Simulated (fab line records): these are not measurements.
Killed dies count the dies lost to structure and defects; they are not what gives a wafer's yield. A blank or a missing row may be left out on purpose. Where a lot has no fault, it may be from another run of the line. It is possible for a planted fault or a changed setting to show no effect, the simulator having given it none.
A lot that was struck, set against a sound lot -- flow berkeley cmos170 -- 21 out of 331 route steps
Sound: wafers L933.1, L933.2, L933.4. Wafers struck: L949.3, L949.4, L949.5. At the end, the cause is stated.
For every step that has rows: the tool of each side, followed by ch and its chambers, followed by its first start. Under that, the readings that differ: sound wafers -- struck wafers -- difference of the means -- sigmas: that difference in standard deviations of wafers without a fault.
alike: words and numbers the same on both sides, and readings whose means are apart by under 2 such deviations; not compared: readings that were withheld, readings missing a value for some wafer, numbers with overlapping values and no deviation given by the record, and bounds like >300 which may hide the same value.
Wherever a step has rows on one side only, a row that says differs or no value, or a row with sigmas, the two part there. Numbers that have no deviation but don't overlap get no sigmas and don't part them. A reading that every wafer of one side lacks parts them only if that side has two wafers or more.

UCB170_WELLDRIVE_THK_MEAS_02:
  sound on film metro-02, day 4 23:32; struck on film metro-01, day 7 23:01
  alike: WELLDRIVE_OXIDE_THK
then, 5 steps without rows for these wafers: UCB170_WELLDRIVE_ANNEAL_03 (time 900 s); UCB170_WELLDRIVE_WET_ETCH_04 (etches SiO2 in BOE, time 120 s); UCB170_ACTIVE_CLEAN_00 (cleans in SPM, time 600 s); UCB170_ACTIVE_CLEAN_01 (cleans in dHF, time 60 s); UCB170_ACTIVE_OXIDATION_02 (target thk 26.4 nm, ox time 1260 s).
UCB170_ACTIVE_THK_MEAS_03:
  sound on film metro-04, day 5 10:45; struck on film metro-02, day 8 04:57
  alike: ACTIVE_OXIDE_THK
then, 2 steps without rows for these wafers: UCB170_ACTIVE_ANNEAL_04 (time 900 s); UCB170_ACTIVE_CVD_05 (deposits Si3N4 from SiH2Cl2/NH3, target thk 220 nm, time 3150 s).
UCB170_ACTIVE_THK_MEAS_06:
  sound on film metro-04, day 5 17:31; struck on film metro-01, day 8 11:58
  alike: ACTIVE_NITRIDE_THK
then, 2 steps without rows for these wafers: UCB170_ACTIVE_HMDS_07 (prime time 60 s); UCB170_ACTIVE_COAT_08 (resist thk 900 nm).
UCB170_ACTIVE_SOFTBAKE_09: time 60 s.
  sound on litho track-01 ch 0, day 5 18:16; struck on litho track-01 ch 0, day 8 12:32
reading,sound,struck,difference,sigmas
heater power total W (W),56.76 56.77 56.85,60.12 60.14 60.01,+3.30,+75
plate temp C (C),130.08 129.78 130.05,135.58 135.63 135.70,+5.67,+40
model.KrF_of_ACTIVE_COAT_08.thk nm (nm),900.6 900.8 902,889.4 888.9 891.6,-11.2,
  alike: resist line temp C
then, 2 steps without rows for these wafers: UCB170_ACTIVE_EXPOSE_10 (exposes mask ACTIVE, target cd 1200 nm); UCB170_ACTIVE_PEB_11.
UCB170_ACTIVE_DEVELOP_12: develop time 45 s.
  sound: litho track-02 ch 0; struck: litho track-01 ch 0
reading,sound,struck,difference,sigmas
model.KrF_of_ACTIVE_COAT_08.thk nm (nm),886.4 886.6 887.8,875.3 874.8 877.5,-11.1,
  alike: developer temp C, resist line temp C
UCB170_ACTIVE_CD_MEAS_13: the cd target is 1200 nm.
  sound on cd sem-01, day 5 19:34; struck on cd sem-02, day 8 13:52
reading,sound,struck,difference,sigmas
cd nm (nm),1199.9 1199.8 1199.3,1182.7 1183.1 1181.5,-17.2,-12
UCB170_ACTIVE_OVL_MEAS_14:
  sound on overlay-01, day 5 19:41; struck on overlay-01, day 8 13:57
  alike: ACTIVE_OVL
UCB170_ACTIVE_ETCH_15: etches Si3N4 in CH3F/Ar/O2, stops on SiO2, target depth 242 nm, time 151 s.
  sound on rie diel-04 ch 1,2, day 5 19:44; struck on rie diel-04 ch 1,2, day 8 13:59
reading,sound,struck,difference,sigmas
model.ACTIVE.cd nm (nm),1200 1200 1199,1182 1183 1181,-18,
  alike: drypump motor current A, oes product au, throttle valve pct
  not compared: rf hours counter h
UCB170_ACTIVE_STRIP_16: strips in O2.
  sound on plasma asher-04 ch 0,1, day 5 19:50; struck on plasma asher-03 ch 0,1, day 8 14:07
reading,sound,struck,difference,sigmas
strip time to endpoint s (s),18.09 18.10 18.17,17.85 17.88 17.91,-0.24,-2
  alike: drypump motor current A, oes product au
  not compared: rf hours counter h
-- the record jumps here: 4 days lie between the struck wafers' starts before and after (it left off in module ACTIVE and takes up again in module M3, whose first step shown is number 331 of the route) --
UCB170_M3_PROBE_99:
  only the struck wafers here have rows in the record (prober-01, day 12 06:56); the sound ones have none

## WHERE THEY PART
At UCB170_ACTIVE_SOFTBAKE_09 first; at UCB170_M3_PROBE_99 last (within this record only).

WHY: whatever the simulator had introduced
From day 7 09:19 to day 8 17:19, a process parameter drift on litho track-01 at UCB170_ACTIVE_SOFTBAKE_09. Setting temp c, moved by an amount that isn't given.
